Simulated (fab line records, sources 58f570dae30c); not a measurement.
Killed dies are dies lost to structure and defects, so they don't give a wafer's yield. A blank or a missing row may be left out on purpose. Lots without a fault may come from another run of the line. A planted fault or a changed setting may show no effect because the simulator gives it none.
fab line records | flow berkeley_cmos170 | part 2 of 2: steps 29 to 38 of 38
record lots=5 wafers=15 last_day=12
route steps=331 shown V1@261 M2@271 V2@292
lots that met no fault: from a run of the same line without faults
start_h: hours from the record's first day to the start of the lot's first wafer shown | wait_h: hours since the lot's step before | " the same as in the row above | L1.1+2: a row that stands for several wafers | - no value, or no start given | * or withheld: withheld | < > ~ a bound
route shown NAME@n: a module of which the file shows steps, and the number in the route of the first | usual: mean/standard deviation of fault-free wafers | same: alike in all rows | chamber/n: place in a boat | sites: the reading at each site | _std_site: their standard deviation | _edge_site: outer sites' mean less inner sites' | radius_mm: how far each site lies from the wafer's centre | mask NAME#n: copy n | behind: the tool/chamber that last shaped the wafer | hold: why the lot was held/for how many hours/how that ended | device: the transistor (n, p or np) that didn't switch | end of line: the same wafers' tests at the end of the route | a step without rows: its recipe alone | killed: dies lost to structure and defects at the first sort, not the wafer's yield | map: a wafer's dies, x killed, . not, _ none there
set.NAME: the setting as run; set.NAME@STEP: as run at that earlier step | model.NAME: the simulator's own value behind a step, which no gauge read
lots at some steps of the route; a table a step, a row a wafer
services: from which hour (start_h, from the record's first day; less than 0 if before it) a tool's chamber was out of use, for how many hours, and why
## steps
# step UCB170_M2_METAL_ETCH_18
# recipe chemistry=Cl2/BCl3 target=Al stop_on=SiO2 pressure_mtorr=12 target_depth_a=11700 over_etch_frac=0.3 time_s=195 icp_w=600 bias_w=120 Cl2_flow_sccm=90 bcl3_flow_sccm=45
# usual drypump_motor_current_A=5.8/0.64 he_backside_leak_sccm=3.35/0.15 oes_product_au=0.850/0.012 rf_fwd_power_W=598.2/2.1 throttle_valve_pct=24.57/0.25
# same over_etch_frac=0.3
# columns lot.wafer tool chamber start_h wait_h drypump_motor_current_A he_backside_leak_sccm oes_product_au rf_fwd_power_W rf_hours_counter_h throttle_valve_pct
L078.2 rie_metal-02 0 195.58 - 6.7 3.26 0.855 595.7 11 24.43
L078.3 " 0 " " 6.7 3.24 0.848 599.8 - 24.43
L078.4 " 1 " " 5.0 3.30 0.857 597.9 - 24.69
L076.1 rie_metal-02 1 196.77 - 5.0 3.23 0.859 597.3 1 24.71
L076.3 " 0 " " 6.7 3.12 0.847 598.0 - 24.44
L076.4 " 1 " " 5.0 3.38 0.864 596.3 - 24.71
L082.1 rie_metal-03 0 217.18 - 6.3 3.27 0.834 595.2 7 24.86
L082.4 " 1 " " 6.1 3.56 0.858 596.4 - 24.73
L082.5 " 1 " " 6.1 3.35 0.851 595.8 - 24.72
L083.1 rie_metal-02 0 217.48 - 6.7 3.26 0.861 597.8 12 24.45
L083.2 " 1 " " 5.0 3.31 0.854 598.8 2 24.71
L083.4 " 0 " " 6.7 3.25 0.854 597.3 - 24.44
L097.1 rie_metal-01 1 286.78 - 6.0 3.22 0.860 600.4 16 24.09
L097.4 " 1 " " 6.0 3.44 0.857 598.7 - 24.09
L097.6 " 1 " " 6.0 3.41 0.866 596.2 - 24.09
# step UCB170_M2_STRIP_19
# recipe chemistry=O2 power_w=400 pressure_mtorr=3500 platen_temp_c=withheld o2_flow_sccm=400 overash_fraction=0.5
# usual drypump_motor_current_A=5.69/0.18 o2_flow_sccm=399.8/1.2 oes_product_au=0.533/0.011
# columns lot.wafer tool chamber start_h wait_h drypump_motor_current_A o2_flow_sccm oes_product_au rf_hours_counter_h
L078.2 plasma_asher-03 0 195.77 0.1 5.49 399.5 0.536 46
L078.3 " 0 " " 5.49 401.2 0.546 -
L078.4 " 1 " " 6.00 398.4 0.547 -
L076.1 plasma_asher-03 0 196.95 0.1 5.50 403.0 0.549 46
L076.3 " 0 " " 5.47 399.7 0.535 -
L076.4 " 1 " " 6.02 399.6 0.557 -
L082.1 plasma_asher-03 0 217.37 0.1 5.47 398.8 0.518 48
L082.4 " 1 " " 6.01 399.8 0.530 -
L082.5 " 1 " " 6.03 400.8 0.535 -
L083.1 plasma_asher-04 0 217.66 0.1 5.69 398.2 0.528 52
L083.2 " 1 " " 5.56 398.3 0.535 52
L083.4 " 1 " " 5.56 400.9 0.532 -
L097.1 plasma_asher-03 0 286.97 0.1 5.46 400.3 0.521 56
L097.4 " 0 " " 5.46 401.4 0.523 -
L097.6 " 1 " " 6.04 402.4 0.520 -
# step UCB170_M2_CD_MEAS_90
# recipe target_cd_nm=700
# usual cd_nm=701/3.2
# columns lot.wafer tool chamber start_h wait_h cd_nm
L078.2 cd_sem-02 - 195.89 0.1 706
L078.3 " - " " 706
L078.4 " - " " 705
L076.1 cd_sem-01 - 197.12 0.1 699
L076.3 " - " " 704
L076.4 " - " " 702
L082.1 cd_sem-02 - 217.47 0.1 706
L082.4 " - " " 701
L082.5 " - " " 702
L083.1 cd_sem-01 - 217.76 0.1 705
L083.2 " - " " 699
L083.4 " - " " 705
L097.1 cd_sem-01 - 287.07 0.1 699
L097.4 " - " " 699
L097.6 " - " " 696
# step UCB170_V2_CVD_00
# recipe material=SiO2 target_thk_nm=2000 temp_c=390 precursor=TEOS/O2 time_s=250 rf_w=550 pressure_mtorr=9000
# usual heater_power_w=254/65 rf_fwd_power_W=548.8/1.8
# columns lot.wafer tool chamber start_h wait_h heater_power_w rf_fwd_power_W
L078.2 pecvd-03 2 195.99 0.1 341 552.4
L078.3 " 0 " " 270 550.1
L078.4 " 1 " " 280 551.2
L076.1 pecvd-01 1 197.24 0.1 307 549.8
L076.3 " 2 " " 268 551.0
L076.4 " 0 " " 207 550.5
L082.1 pecvd-04 2 217.59 0.1 296 547.6
L082.4 " 0 " " 227 547.8
L082.5 " 1 " " 125 547.3
L083.1 pecvd-03 1 217.88 0.1 337 545.9
L083.2 " 0 " " 258 549.3
L083.4 " 2 " " 362 553.0
L097.1 pecvd-04 1 287.19 0.1 144 547.3
L097.4 " 1 " " 186 544.9
L097.6 " 2 " " 239 546.3
# step UCB170_V2_THK_MEAS_01
# recipe reads=SiO2_of_V2_CVD_00
# usual V2_TEOS_THK=2001/25
# columns lot.wafer tool chamber start_h wait_h V2_TEOS_THK[nm]
L078.2 film_metro-04 - 196.16 0.1 1988
L078.3 " - " " 1978
L078.4 " - " " 1974
L076.1 film_metro-03 - 197.39 0.1 1987
L076.3 " - " " 1974
L076.4 " - " " 1990
L082.1 film_metro-03 - 217.74 0.1 1984
L082.4 " - " " 2021
L082.5 " - " " 2006
L083.1 film_metro-02 - 218.04 0.1 1971
L083.2 " - " " 1976
L083.4 " - " " 2044
L097.1 film_metro-04 - 287.34 0.1 1972
L097.4 " - " " 1989
L097.6 " - " " 2014
# step UCB170_V2_CMP_02
# recipe material=SiO2 down_force_psi=6 platen_rpm=60 pad_velocity_m_s=0.75398
# usual motor_current_A=17.0/1.8 retaining_ring_pressure_frac=0.999/0.0056
# columns lot.wafer tool chamber start_h wait_h motor_current_A retaining_ring_pressure_frac
L078.3 cmp-02 1 196.26 0.1 18.6 1.005
L078.4 " 2 " " 15.4 1.004
L078.2 " 3 " " 17.8 1.000
L076.1 cmp-01 1 197.51 0.1 17.0 1.000
L076.4 " 2 " " 15.0 0.999
L076.3 " 3 " " 19.0 1.008
L082.1 cmp-01 1 217.90 0.1 16.0 1.009
L082.4 " 2 " " 15.0 1.003
L082.5 " 3 " " 20.3 1.002
L083.2 cmp-02 3 218.15 0.1 18.1 1.011
L083.1 " 0 " " 17.3 1.004
L083.4 " 1 " " 18.5 0.994
L097.1 cmp-02 3 287.40 0.1 19.2 1.005
L097.4 " 1 " " 17.4 1.000
L097.6 " 0 " " 17.8 0.995
# step UCB170_V2_BOW_MEAS_03
# recipe mode=bow
# usual V2_BOW=37/7.1
# columns lot.wafer tool chamber start_h wait_h V2_BOW[um]
L078.2 film_metro-04 - 196.53 0.1 37
L078.3 " - " " 37
L078.4 " - " " 29
L076.1 film_metro-02 - 197.76 0.2 45
L076.3 " - " " 45
L076.4 " - " " 35
L082.1 film_metro-04 - 218.10 0.1 29
L082.4 " - " " 44
L082.5 " - " " 30
L083.1 film_metro-03 - 218.40 0.1 42
L083.2 " - " " 40
L083.4 " - " " 28
L097.1 film_metro-03 - 287.70 0.2 49
L097.4 " - " " 48
L097.6 " - " " 48
# step UCB170_V2_THK_MEAS_04
# recipe reads=SiO2_of_V2_CVD_00
# usual V2_POLISHED_THK=999.9/1.3
# columns lot.wafer tool chamber start_h wait_h V2_POLISHED_THK[nm]
L078.2 film_metro-04 - 196.64 0.1 997.7
L078.3 " - " " 998.5
L078.4 " - " " 997.9
L076.1 film_metro-02 - 197.88 0.1 1000.5
L076.3 " - " " 999.5
L076.4 " - " " 999.8
L082.1 film_metro-04 - 218.22 0.1 998.9
L082.4 " - " " 998.6
L082.5 " - " " 1000.0
L083.1 film_metro-03 - 218.52 0.1 1000.8
L083.2 " - " " 1000.4
L083.4 " - " " 999.0
L097.1 film_metro-03 - 287.82 0.1 999.0
L097.4 " - " " 1000.3
L097.6 " - " " 1001.7
# step UCB170_V2_CLEAN_05
# recipe chemistry=DIW
# columns lot.wafer tool chamber start_h wait_h
L078.2+3+4 wet_bench-02 2 196.69 0.0
L076.1+3+4 wet_bench-02 0 198.00 0.1
L082.1+4+5 wet_bench-02 2 218.28 0.1
L083.1+2+4 wet_bench-02 1 218.58 0.1
L097.1+4+6 wet_bench-03 2 287.88 0.1
# step UCB170_V2_HMDS_06
# recipe prime_time_s=60 prime_temp_c=100
# columns lot.wafer tool chamber start_h wait_h
L078.2+3+4 litho_track-04 0 196.90 0.0
L076.1+3+4 litho_track-02 0 198.64 0.4
L082.1+4+5 litho_track-04 0 218.46 0.0
L083.1+2+4 litho_track-02 0 218.75 0.0
L097.1+4+6 litho_track-02 0 288.39 0.3
## services
# columns tool chamber start_h hours kind
cmp-02 - 176.97 1.1 repair
pvd_sputter-02 - 178.80 2.2 repair
cmp-01 - 183.25 1.0 repair
rie_diel-01 1 195.11 4.2 repair
pecvd-03 - 199.18 1.5 repair
krf_scanner-01 - 199.38 1.0 pm
rie_metal-02 - 200.76 0.2 repair
krf_scanner-01 - 203.53 0.8 pm
rie_diel-01 - 205.18 0.5 repair
rie_diel-03 3 209.12 14.9 repair
cmp-01 - 211.02 0.9 repair
rie_diel-03 1 212.44 5.0 repair
pvd_sputter-02 - 218.16 1.7 repair
rie_diel-03 1 218.18 2.8 repair
rie_metal-02 - 221.35 15.6 pm
rie_diel-04 3 221.93 1.6 repair
rie_diel-04 2 226.37 4.3 repair
cmp-02 - 232.00 4.0 pm
cmp-01 - 233.80 2.6 repair
pecvd-04 - 242.50 14.0 pm
krf_scanner-02 - 246.68 4.0 pm
krf_scanner-02 - 266.56 1.2 repair
krf_scanner-02 - 281.80 1.3 pm
krf_scanner-02 - 283.10 0.8 pm
